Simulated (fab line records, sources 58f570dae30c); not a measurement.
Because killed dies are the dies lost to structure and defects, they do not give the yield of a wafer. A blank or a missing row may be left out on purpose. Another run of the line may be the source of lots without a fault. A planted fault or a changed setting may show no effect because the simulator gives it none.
2 desks, one fault | flow berkeley_cmos170 | each desk holds nothing but its own numbers, with what lay behind them at the end

== METROLOGY DESK ==
What the gauges read for every lot (on any tool): the sampled wafers with a number, averaged. Marked OUT: a lot whose mean sits more than 4 standard deviations from the usual mean, which makes it out of limits; the brackets give that distance.
Columns: A = PWELL_OXIDE_THK at UCB170_PWELL_THK_MEAS_03, usual 26.4 nm; B = PWELL_NITRIDE_THK at UCB170_PWELL_THK_MEAS_06, usual 220.9 nm; C = PWELL_OVL at UCB170_PWELL_OVL_MEAS_13, usual 2 nm
lot  | first seen here | A    | B     | C
L541 | day 4 21:56     | 25.9 | 215.6 | -2
L544 | day 5 07:31     | 26.2 | 221.6 | -8
L550 | day 6 10:46     | 26.4 | 221.8 | -6
L552 | day 6 10:47     | 26.1 | 218.9 | -4
L553 | day 6 19:22     | 26.0 | 218.8 | 5
L554 | day 7 04:11     | 26.2 | 219.3 | 4
This desk's verdict: no lot among the 6 shows anything out of limits.

== THE TOOL OWNER'S DESK: rie_diel-04 ==
The tool's own readings at UCB170_PWELL_ETCH_14 (etches Si3N4 in CH3F/Ar/O2, stops on SiO2, target depth 242 nm, time 151 s): means of the sampled wafers that have a number, for each lot that ran on this tool. Marked OUT: a lot whose mean sits more than 4 standard deviations from the usual mean, which makes it out of limits; the brackets give that distance.
Columns: A = O2_flow_sccm at UCB170_PWELL_ETCH_14, usual 6.998 sccm; B = drypump_motor_current_A at UCB170_PWELL_ETCH_14, usual 5.6 A; C = oes_product_au at UCB170_PWELL_ETCH_14, usual 0.946 a.u.; D = throttle_valve_pct at UCB170_PWELL_ETCH_14, usual 8.05 %
lot  | first seen here | A     | B   | C     | D
L544 | day 5 15:17     | 7.006 | 5.8 | 0.949 | 8.04
L550 | day 6 22:45     | 6.995 | 5.9 | 0.922 | 8.11
L553 | day 7 06:37     | 6.998 | 5.7 | 0.924 | 8.06
This desk's verdict: no lot among the 3 shows anything out of limits.

== PUT TOGETHER ==
Nothing out of limits was seen by the metrology desk.
The desk of the tool owner found nothing out of limits.

== WHAT THE SIMULATOR PUT IN ==
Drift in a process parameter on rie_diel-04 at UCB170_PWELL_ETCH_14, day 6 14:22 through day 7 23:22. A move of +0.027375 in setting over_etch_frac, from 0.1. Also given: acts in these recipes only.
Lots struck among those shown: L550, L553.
